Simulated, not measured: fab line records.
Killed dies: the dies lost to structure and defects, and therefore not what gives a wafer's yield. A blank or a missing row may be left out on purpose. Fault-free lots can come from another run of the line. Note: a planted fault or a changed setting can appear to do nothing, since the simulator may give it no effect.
Code-filled problem report in 8D (eight disciplines) form    flow berkeley-cmos170    the parts of the form that need people (team, actions taken, sign-off) are left out

## 1. PROBLEM STATEMENT
M3_AL_RS at UCB170_M3_RS_MEAS_02 reads a mean of 0.0411 ohm/sq on 9 wafers of 3 lots; wafers without a fault read 0.0321 ohm/sq with a standard deviation of 0.00041. Measured from the usual mean, that is +22 standard deviations.
The step: measures by four-point-probe.
Seen first at day 10 18:07 on film-metro-04, wafer L611.1. At this step, 45 wafers from 15 lots have a number in the record. By rule, "out" or "out of limits" means more than 4 standard deviations away from the usual mean. Any other wafer with a number is counted as sound.

## 2. WHAT THIS IS AND IS NOT
question                     is                                           is not
which readings at this step  M3_AL_RS                                     -
which lots                   L611, L614, L615                             L601, L602, L604, L605, L606, L607, L612, L613, L616, L617, L618, L621
which wafers of those lots   all that have a number                       -
read on which gauges         film-metro-01, film-metro-02, film-metro-04  -
when                         from day 10 18:07                            up to then (18 sound wafers); but 18 sound wafers of L612, L613, L616, L617, L618, L621 came after

## 3. SUSPECTS, AND WHAT RULES EACH OUT
Counting: a tool at a process step up to the reading stays a suspect if it ran every lot that is out and no sound lot after the first of them.
- ruled out: the gauge at UCB170_M3_RS_MEAS_02. The wafers that are out were read on 3 gauges (film-metro-01, film-metro-02, film-metro-04).
- pvd-sputter-04 at UCB170_M3_SPUTTER_01 (material Al, target thk 900 nm, time 120 s): kept. Every lot that is out went through it, starting with L611 (day 10 18:02), and after that it ran no sound lot; the last sound lot it ran before then is L606 (day 10 10:16).
The count leaves pvd-sputter-04 at UCB170_M3_SPUTTER_01.

## 4. THE CAUSE (what the simulator had put in)
Site profile drift: pvd-sputter-04, from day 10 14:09 on, at UCB170_M3_SPUTTER_01. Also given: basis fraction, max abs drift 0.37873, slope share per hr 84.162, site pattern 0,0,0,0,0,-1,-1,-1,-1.
This tool alone remained once counting was done.

## 5. SEQUENCE OF EFFECTS, ordered by route
One row per reading whose mean, taken over the struck wafers that have a number, lies over 3 standard deviations from the usual. Readings are gone through only where the record gives a usual standard deviation; hours: the median, over the lots, of the time from a lot's start at the first step in this table giving one to that lot's start at this step; sigmas: the change measured in usual standard deviations.
hours  step                     reading         usual          on struck wafers  change   sigmas
0      UCB170_M3_RS_MEAS_02     M3_AL_RS        0.0321 ohm/sq  0.0411            +0.0090  +22
0      UCB170_M3_THK_MEAS_03    M3_AL_THK       904 nm         751               -153     -14
5      UCB170_M3_METAL_ETCH_18  oes-product-au  0.860 a.u.     0.779             -0.081   -6.7
Its process steps:
- UCB170_M3_METAL_ETCH_18: etches Al in Cl2/BCl3, stops on SiO2, target depth 1170 nm, time 195 s.

## 6. HOW IT WOULD HAVE BEEN CAUGHT EARLIER
In this record the first reading out of limits at a measuring or inspecting step was taken at day 10 18:07, 4 hours after the fault began at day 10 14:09.
Tool readings at UCB170_M3_SPUTTER_01 with a usual standard deviation given in the record: none out on any struck wafer, hence no alarm at a limit of 4 standard deviations on them.
Among the 3 lots that are out, L614, L615 began UCB170_M3_SPUTTER_01 on pvd-sputter-04 after day 10 18:07. A hold on the tool at that time would have spared those 2.
